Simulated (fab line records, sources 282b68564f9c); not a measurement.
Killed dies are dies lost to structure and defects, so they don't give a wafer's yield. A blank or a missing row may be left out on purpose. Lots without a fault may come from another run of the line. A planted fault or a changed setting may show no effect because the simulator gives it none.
Problem report in the 8D (eight disciplines) form, filled by code | flow rit_cmos | the parts of the form that need people (team, actions taken, sign-off) are left out

1. THE PROBLEM
CONTACT_OVL at RIT_CONTACT_OVL_MEAS_09 reads a mean of 240.6 nm on 6 wafers of 2 lots; wafers without a fault read 0.7 nm with a standard deviation of 1.5. That is +99 or more standard deviations from the usual mean.
First seen on wafer L646.4, day 6 02:40, on overlay-02. The record holds 42 wafers of 14 lots with a number at this step. Rule for "out", or "out of limits": more than 4 standard deviations from the usual mean. The other wafers with a number count as sound.

2. WHAT IT IS AND WHAT IT IS NOT
question                    | is                     | is not
which readings at this step | CONTACT_OVL            | -
which lots                  | L646, L648             | L632, L633, L634, L635, L636, L637, L638, L639, L640, L651, L653, L655
which wafers of those lots  | all that have a number | -
read on which gauges        | overlay-02             | overlay-01
when                        | from day 6 02:40       | up to then (27 sound wafers); but 9 sound wafers of L651, L653, L655 came after

3. SUSPECTS, AND WHAT RULES EACH OUT
Counting: a tool at a process step up to the reading stays a suspect if it ran every lot that is out and no sound lot after the first of them.
- the gauge at RIT_CONTACT_OVL_MEAS_09: kept. All the wafers that are out were read on overlay-02, and no step on other tools shows them out.
- iline_stepper-01 at RIT_CONTACT_EXPOSE_05 (exposes mask M11, target cd 1000 nm): kept. It ran every lot that is out, first L646 (day 6 02:04), and no sound lot after that; its last sound lot up to then is L636 (day 4 02:47).
Left after counting: iline_stepper-01 at RIT_CONTACT_EXPOSE_05, overlay-02 at RIT_CONTACT_OVL_MEAS_09.

4. THE CAUSE (what the simulator had put in)
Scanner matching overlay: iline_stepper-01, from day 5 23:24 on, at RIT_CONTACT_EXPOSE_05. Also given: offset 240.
Counting left 2 suspects, and this tool is among them.

5. THE CHAIN OF EFFECTS, in route order
Each row: a reading whose mean over the struck wafers that have a number lies more than 3 standard deviations from the usual. Only readings for which the record gives a usual standard deviation are gone through. hours: the time from each lot's start at the first step in this table that gives one to its start at this step, as a median over the lots. sigmas: the change in usual standard deviations.
hours | step                    | reading     | usual  | on struck wafers | change | sigmas
0     | RIT_CONTACT_OVL_MEAS_09 | CONTACT_OVL | 0.7 nm | 240.6            | +239.9 | +99 or more
Later measuring or inspecting steps at which every struck wafer that the step has a row for has a number for every such reading, and none has moved that far: RIT_CONTACT_CD_MEAS_90, RIT_M1_BOW_MEAS_16.

6. WHAT WOULD HAVE CAUGHT IT SOONER
In this record the first reading out of limits at a measuring or inspecting step was taken at day 6 02:40, 3 hours after the fault began at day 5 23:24.
Of the lots that are out (2), L648 began RIT_CONTACT_EXPOSE_05 on iline_stepper-01 after day 6 02:40. A hold on the tool at that time would have spared it.
